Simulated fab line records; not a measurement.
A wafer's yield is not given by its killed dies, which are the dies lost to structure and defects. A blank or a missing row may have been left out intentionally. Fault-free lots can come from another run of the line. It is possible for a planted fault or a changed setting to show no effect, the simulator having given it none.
What tool caused it? / flow berkeley_cmos170 / 45 wafers from 15 lots sampled at 4 of the route's 331 steps

== WHAT EACH GAUGE READ, for each wafer ==
UCB170_PSD_TW_MEAS_10.
lot=L611; measured=day 8 17:36; on=film_metro-04; PSD_TW=2368 2362 2369
lot=L610; measured=day 8 17:45; on=film_metro-03; PSD_TW=2328 2332 2336
lot=L612; measured=day 8 17:57; on=film_metro-01; PSD_TW=2326 2314 2334
lot=L615; measured=day 10 05:03; on=film_metro-04; PSD_TW=2334 2351 2359
lot=L618; measured=day 10 05:46; on=film_metro-01; PSD_TW=2306 2330 2327
lot=L614; measured=day 10 06:02; on=film_metro-04; PSD_TW=2353 2352 2346
lot=L617; measured=day 10 06:14; on=film_metro-01; PSD_TW=2329 2339 2330
lot=L616; measured=day 10 06:20; on=film_metro-04; PSD_TW=2351 2345 2347
lot=L619; measured=day 10 14:19; on=film_metro-03; PSD_TW=2083 2083 2083
lot=L620; measured=day 10 14:29; on=film_metro-01; PSD_TW=2082 2074 2079
lot=L624; measured=day 11 06:11; on=film_metro-04; PSD_TW=2095 2108 2099
lot=L623; measured=day 11 06:20; on=film_metro-01; PSD_TW=2315 2330 2309
lot=L631; measured=day 12 12:33; on=film_metro-03; PSD_TW=2321 2305 2318
lot=L628; measured=day 12 12:57; on=film_metro-03; PSD_TW=2324 2317 2321
lot=L632; measured=day 13 06:29; on=film_metro-03; PSD_TW=2314 2318 2324

UCB170_SDANNEAL_RS_MEAS_02: measurement is done with a four-point probe.
lot=L611; measured=day 8 22:44; on=film_metro-04; PSD_RS (ohm/sq)=75.2 75.6 75.6
lot=L610; measured=day 8 22:43; on=film_metro-01; PSD_RS (ohm/sq)=75.2 75.6 75.4
lot=L612; measured=day 8 22:52; on=film_metro-03; PSD_RS (ohm/sq)=75.2 75.2 75.5
lot=L615; measured=day 10 08:44; on=film_metro-03; PSD_RS (ohm/sq)=75.3 75.5 75.6
lot=L618; measured=day 10 09:02; on=film_metro-04; PSD_RS (ohm/sq)=75.5 75.3 75.7
lot=L614; measured=day 10 09:16; on=film_metro-01; PSD_RS (ohm/sq)=74.9 75.2 75.3
lot=L617; measured=day 10 09:25; on=film_metro-03; PSD_RS (ohm/sq)=75.3 75.0 75.4
lot=L616; measured=day 10 09:44; on=film_metro-04; PSD_RS (ohm/sq)=75.8 76.0 76.2
lot=L619; measured=day 10 18:52; on=film_metro-04; PSD_RS (ohm/sq)=97.9 97.3 97.5
lot=L620; measured=day 10 18:43; on=film_metro-01; PSD_RS (ohm/sq)=95.9 95.7 95.8
lot=L624; measured=day 11 09:24; on=film_metro-04; PSD_RS (ohm/sq)=96.8 96.7 97.0
lot=L623; measured=day 11 10:10; on=film_metro-04; PSD_RS (ohm/sq)=75.4 75.4 75.7
lot=L631; measured=day 12 16:15; on=film_metro-04; PSD_RS (ohm/sq)=75.6 75.9 75.8
lot=L628; measured=day 12 16:43; on=film_metro-01; PSD_RS (ohm/sq)=75.1 75.1 75.0
lot=L632; measured=day 13 11:50; on=film_metro-03; PSD_RS (ohm/sq)=75.5 75.7 75.2

== TOOL THAT RAN EACH LOT (tool first, then ch and the chambers of the sampled wafers, then the start) ==
lot=L611; UCB170_PSD_IMPLANT_08=implanter-02 ch 0, day 8 17:22; UCB170_PSD_STRIP_09=plasma_asher-01 ch 0,1, day 8 17:29
lot=L610; UCB170_PSD_IMPLANT_08=implanter-03 ch 0, day 8 17:30; UCB170_PSD_STRIP_09=plasma_asher-03 ch 1, day 8 17:39
lot=L612; UCB170_PSD_IMPLANT_08=implanter-01 ch 0, day 8 17:43; UCB170_PSD_STRIP_09=plasma_asher-02 ch 0,1, day 8 17:50
lot=L615; UCB170_PSD_IMPLANT_08=implanter-03 ch 0, day 10 04:49; UCB170_PSD_STRIP_09=plasma_asher-03 ch 0,1, day 10 04:56
lot=L618; UCB170_PSD_IMPLANT_08=implanter-01 ch 0, day 10 05:31; UCB170_PSD_STRIP_09=plasma_asher-01 ch 1, day 10 05:40
lot=L614; UCB170_PSD_IMPLANT_08=implanter-03 ch 0, day 10 05:47; UCB170_PSD_STRIP_09=plasma_asher-02 ch 0,1, day 10 05:56
lot=L617; UCB170_PSD_IMPLANT_08=implanter-01 ch 0, day 10 06:01; UCB170_PSD_STRIP_09=plasma_asher-01 ch 0,1, day 10 06:09
lot=L616; UCB170_PSD_IMPLANT_08=implanter-03 ch 0, day 10 06:05; UCB170_PSD_STRIP_09=plasma_asher-02 ch 0,1, day 10 06:13
lot=L619; UCB170_PSD_IMPLANT_08=implanter-03 ch 0, day 10 14:04; UCB170_PSD_STRIP_09=plasma_asher-02 ch 0,1, day 10 14:13
lot=L620; UCB170_PSD_IMPLANT_08=implanter-03 ch 0, day 10 14:15; UCB170_PSD_STRIP_09=plasma_asher-03 ch 0,1, day 10 14:23
lot=L624; UCB170_PSD_IMPLANT_08=implanter-03 ch 0, day 11 05:56; UCB170_PSD_STRIP_09=plasma_asher-01 ch 0,1, day 11 06:04
lot=L623; UCB170_PSD_IMPLANT_08=implanter-01 ch 0, day 11 06:07; UCB170_PSD_STRIP_09=plasma_asher-02 ch 0,1, day 11 06:15
lot=L631; UCB170_PSD_IMPLANT_08=implanter-01 ch 0, day 12 12:19; UCB170_PSD_STRIP_09=plasma_asher-03 ch 0,1, day 12 12:26
lot=L628; UCB170_PSD_IMPLANT_08=implanter-01 ch 0, day 12 12:42; UCB170_PSD_STRIP_09=plasma_asher-03 ch 0,1, day 12 12:51
lot=L632; UCB170_PSD_IMPLANT_08=implanter-01 ch 0, day 13 06:14; UCB170_PSD_STRIP_09=plasma_asher-01 ch 0,1, day 13 06:23
- UCB170_PSD_IMPLANT_08
- UCB170_PSD_STRIP_09: strips in O2.

== WHAT THE TOOLS THEMSELVES READ (means of the sampled wafers that have a number; where no wafer has one, the mark that the record gives instead) ==
UCB170_PSD_IMPLANT_08.
lot=L611; tool=implanter-02; dose_ions_cm2=3e+15; end_station_pressure_torr (Torr)=1.20e-05; faraday_current_uA=9248
lot=L610; tool=implanter-03; dose_ions_cm2=3e+15; end_station_pressure_torr (Torr)=1.24e-05; faraday_current_uA=8997
lot=L612; tool=implanter-01; dose_ions_cm2=3e+15; end_station_pressure_torr (Torr)=1.26e-05; faraday_current_uA=9248
lot=L615; tool=implanter-03; dose_ions_cm2=3e+15; end_station_pressure_torr (Torr)=1.25e-05; faraday_current_uA=9253
lot=L618; tool=implanter-01; dose_ions_cm2=3e+15; end_station_pressure_torr (Torr)=1.33e-05; faraday_current_uA=9275
lot=L614; tool=implanter-03; dose_ions_cm2=3e+15; end_station_pressure_torr (Torr)=1.27e-05; faraday_current_uA=9340
lot=L617; tool=implanter-01; dose_ions_cm2=3e+15; end_station_pressure_torr (Torr)=1.21e-05; faraday_current_uA=9271
lot=L616; tool=implanter-03; dose_ions_cm2=3e+15; end_station_pressure_torr (Torr)=1.27e-05; faraday_current_uA=9411
lot=L619; tool=implanter-03; dose_ions_cm2=2e+15; end_station_pressure_torr (Torr)=9.97e-06; faraday_current_uA=6556
lot=L620; tool=implanter-03; dose_ions_cm2=2e+15; end_station_pressure_torr (Torr)=1.03e-05; faraday_current_uA=6495
lot=L624; tool=implanter-03; dose_ions_cm2=2e+15; end_station_pressure_torr (Torr)=1.05e-05; faraday_current_uA=6564
lot=L623; tool=implanter-01; dose_ions_cm2=3e+15; end_station_pressure_torr (Torr)=1.24e-05; faraday_current_uA=9036
lot=L631; tool=implanter-01; dose_ions_cm2=3e+15; end_station_pressure_torr (Torr)=1.24e-05; faraday_current_uA=9243
lot=L628; tool=implanter-01; dose_ions_cm2=3e+15; end_station_pressure_torr (Torr)=1.28e-05; faraday_current_uA=9226
lot=L632; tool=implanter-01; dose_ions_cm2=3e+15; end_station_pressure_torr (Torr)=1.27e-05; faraday_current_uA=9366

UCB170_PSD_STRIP_09.
lot=L611; tool=plasma_asher-01; drypump_motor_current_A (A)=6.5; oes_product_au (a.u.)=0.598; strip_time_to_endpoint_s (s)=29.53
lot=L610; tool=plasma_asher-03; drypump_motor_current_A (A)=5.6; oes_product_au (a.u.)=0.602; strip_time_to_endpoint_s (s)=29.25
lot=L612; tool=plasma_asher-02; drypump_motor_current_A (A)=6.0; oes_product_au (a.u.)=0.598; strip_time_to_endpoint_s (s)=29.52
lot=L615; tool=plasma_asher-03; drypump_motor_current_A (A)=5.4; oes_product_au (a.u.)=0.598; strip_time_to_endpoint_s (s)=29.48
lot=L618; tool=plasma_asher-01; drypump_motor_current_A (A)=6.6; oes_product_au (a.u.)=0.601; strip_time_to_endpoint_s (s)=29.51
lot=L614; tool=plasma_asher-02; drypump_motor_current_A (A)=5.7; oes_product_au (a.u.)=0.599; strip_time_to_endpoint_s (s)=29.43
lot=L617; tool=plasma_asher-01; drypump_motor_current_A (A)=6.5; oes_product_au (a.u.)=0.591; strip_time_to_endpoint_s (s)=29.44
lot=L616; tool=plasma_asher-02; drypump_motor_current_A (A)=6.0; oes_product_au (a.u.)=0.601; strip_time_to_endpoint_s (s)=29.42
lot=L619; tool=plasma_asher-02; drypump_motor_current_A (A)=5.6; oes_product_au (a.u.)=0.654; strip_time_to_endpoint_s (s)=25.57
lot=L620; tool=plasma_asher-03; drypump_motor_current_A (A)=5.4; oes_product_au (a.u.)=0.651; strip_time_to_endpoint_s (s)=25.74
lot=L624; tool=plasma_asher-01; drypump_motor_current_A (A)=6.5; oes_product_au (a.u.)=0.654; strip_time_to_endpoint_s (s)=25.78
lot=L623; tool=plasma_asher-02; drypump_motor_current_A (A)=5.6; oes_product_au (a.u.)=0.597; strip_time_to_endpoint_s (s)=29.36
lot=L631; tool=plasma_asher-03; drypump_motor_current_A (A)=5.4; oes_product_au (a.u.)=0.601; strip_time_to_endpoint_s (s)=29.40
lot=L628; tool=plasma_asher-03; drypump_motor_current_A (A)=5.3; oes_product_au (a.u.)=0.595; strip_time_to_endpoint_s (s)=29.39
lot=L632; tool=plasma_asher-01; drypump_motor_current_A (A)=6.5; oes_product_au (a.u.)=0.593; strip_time_to_endpoint_s (s)=29.38

== THE ANSWER, worked out from the rows above alone ==
Rule: usual is defined by the lots themselves. The widest of any qualifying gaps counts: lots, ordered by their means at a reading, are off when they make up no more than a third of the lots, leave a main group of 4 or more, and stand apart from it by 3 or more times the standard deviation of that group's means. Not used: any main group whose means are identical at the precision the tables above print for the reading. A lot without any number at a reading at which 4 lots or more have one is off too. Where the step has rows for the other lots, those lots are counted as sound. Order of review: gauges by route order, followed by the tools' own readings, for which a lot's mean as printed above is used. The first step at which some lot is off is used, and at that step the reading that is off furthest; a lot without a number counts as furthest.
Off: L619, L620, L624, at UCB170_PSD_TW_MEAS_10 (PSD_TW). The main group has a mean of 2333 with a standard deviation of 16.
A tool fits if, at a process step before that reading, it ran every lot that is off, and no sound lot after the first of them. The gauges at UCB170_PSD_TW_MEAS_10 aren't tried: what is off there is off at UCB170_PSD_IMPLANT_08 too, on other tools, and a gauge's error can't cause that. One fits: implanter-03 at UCB170_PSD_IMPLANT_08. Its last sound lot is L616 (day 10 06:05), its first lot that is off L619 (day 10 14:04): a fault that began between those two fits.
The tool's own readings at UCB170_PSD_IMPLANT_08 bear it out: on the lots that are off they differ by more than 5 times the standard deviation of the sound lots' means. dose_ions_cm2 reads 2e+15 there against 3e+15 on the sound lots; end_station_pressure_torr reads 1.03e-05 Torr there against 1.26e-05 Torr on the sound lots; faraday_current_uA reads 6538 there against 9243 on the sound lots.

== WHAT HAD BEEN PUT IN BY THE SIMULATOR ==
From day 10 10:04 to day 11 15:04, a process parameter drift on implanter-03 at UCB170_PSD_IMPLANT_08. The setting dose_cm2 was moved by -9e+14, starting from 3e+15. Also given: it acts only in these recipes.
Lots struck among those shown: L619, L620, L624. The rule given above showed the same thing.
